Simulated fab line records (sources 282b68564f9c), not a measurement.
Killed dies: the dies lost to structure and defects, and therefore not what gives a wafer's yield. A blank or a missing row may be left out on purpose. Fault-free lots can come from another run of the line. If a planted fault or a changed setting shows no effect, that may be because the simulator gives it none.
Comparing a struck lot with a sound one :: flow rit_cmos :: 14 steps out of a route of 202
Sound: wafers L882.2, L882.3, L882.6. The struck wafers were L899.1, L899.2, L899.5. Last of all comes the cause.
For every step that has rows: the tool of each side, followed by ch and its chambers, followed by its first start. Under that, the readings that differ: sound wafers :: struck wafers :: difference of the means :: sigmas: that difference in standard deviations of wafers without a fault.
alike: readings whose means differ by less than 2 such deviations, and words and numbers that are the same on both sides. not compared: withheld readings, readings that some wafer has no value for, bounds like >300 that may hide the same value, and numbers for which the record gives no deviation and whose values overlap.
A row with sigmas, a row that says differs or no value, or rows on one side alone: a step with any of these is where the two part. When numbers do not overlap yet have no deviation, they are printed without sigmas and do not part them. A reading that every wafer of one side lacks parts them only if that side has two wafers or more.

RIT_GATE_STRIP_20: strips in O2, time 180 s.
  sound on plasma_asher-01 ch 0,1, day 3 14:27; struck on plasma_asher-04 ch 0,1, day 7 15:07
  alike: drypump_motor_current_A
  not compared: rf_hours_counter_h
RIT_GATE_CD_MEAS_90: the cd target is 150 nm.
  sound on cd_sem-01, day 3 14:38; struck on cd_sem-01, day 7 15:18
  alike: cd_nm
then, 4 steps without rows for these wafers: RIT_REOX_CLEAN_00 (cleans in SC1, time 600 s); RIT_REOX_CLEAN_01 (cleans in dHF, time 30 s); RIT_REOX_CLEAN_02 (cleans in SC2, time 600 s); RIT_REOX_OXIDATION_03 (target thk 25.2 nm, ox time 5580 s).
RIT_REOX_THK_MEAS_04:
  sound on film_metro-03, day 3 18:25; struck on film_metro-03, day 7 19:58
  alike: REOX_OXIDE_THK
then, 5 steps without rows for these wafers: RIT_NLDD_HMDS_00 (prime time 60 s); RIT_NLDD_COAT_01 (resist thk 1000 nm); RIT_NLDD_SOFTBAKE_02 (time 60 s); RIT_NLDD_EXPOSE_03 (exposes mask M7, target cd 40700 nm); RIT_NLDD_PEB_04.
RIT_NLDD_DEVELOP_05: develop time 50 s.
  struck on litho_track-02, day 7 20:00; sound on litho_track-02 ch 0, day 3 19:00
  no value came back on the struck wafers for chill_plate_temp_C (C), develop_time_s (s); on the sound wafers chill_plate_temp_C (C) reads 22.95 22.86 22.92
RIT_NLDD_OVL_MEAS_06:
  sound on overlay-02, day 3 19:19; struck on overlay-02, day 7 20:53
reading: NLDD_OVL (nm)
sound: -0.3 0.4 1.3
struck: - - -
difference: no value on the struck wafers
sigmas: 

== WHERE THEY PART ==
At RIT_NLDD_DEVELOP_05 first; at RIT_NLDD_OVL_MEAS_06 last (within this record only).

WHY: what had been put in by the simulator
Beginning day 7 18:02, the whole step at RIT_NLDD_DEVELOP_05 was skipped on litho_track-02. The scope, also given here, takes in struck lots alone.
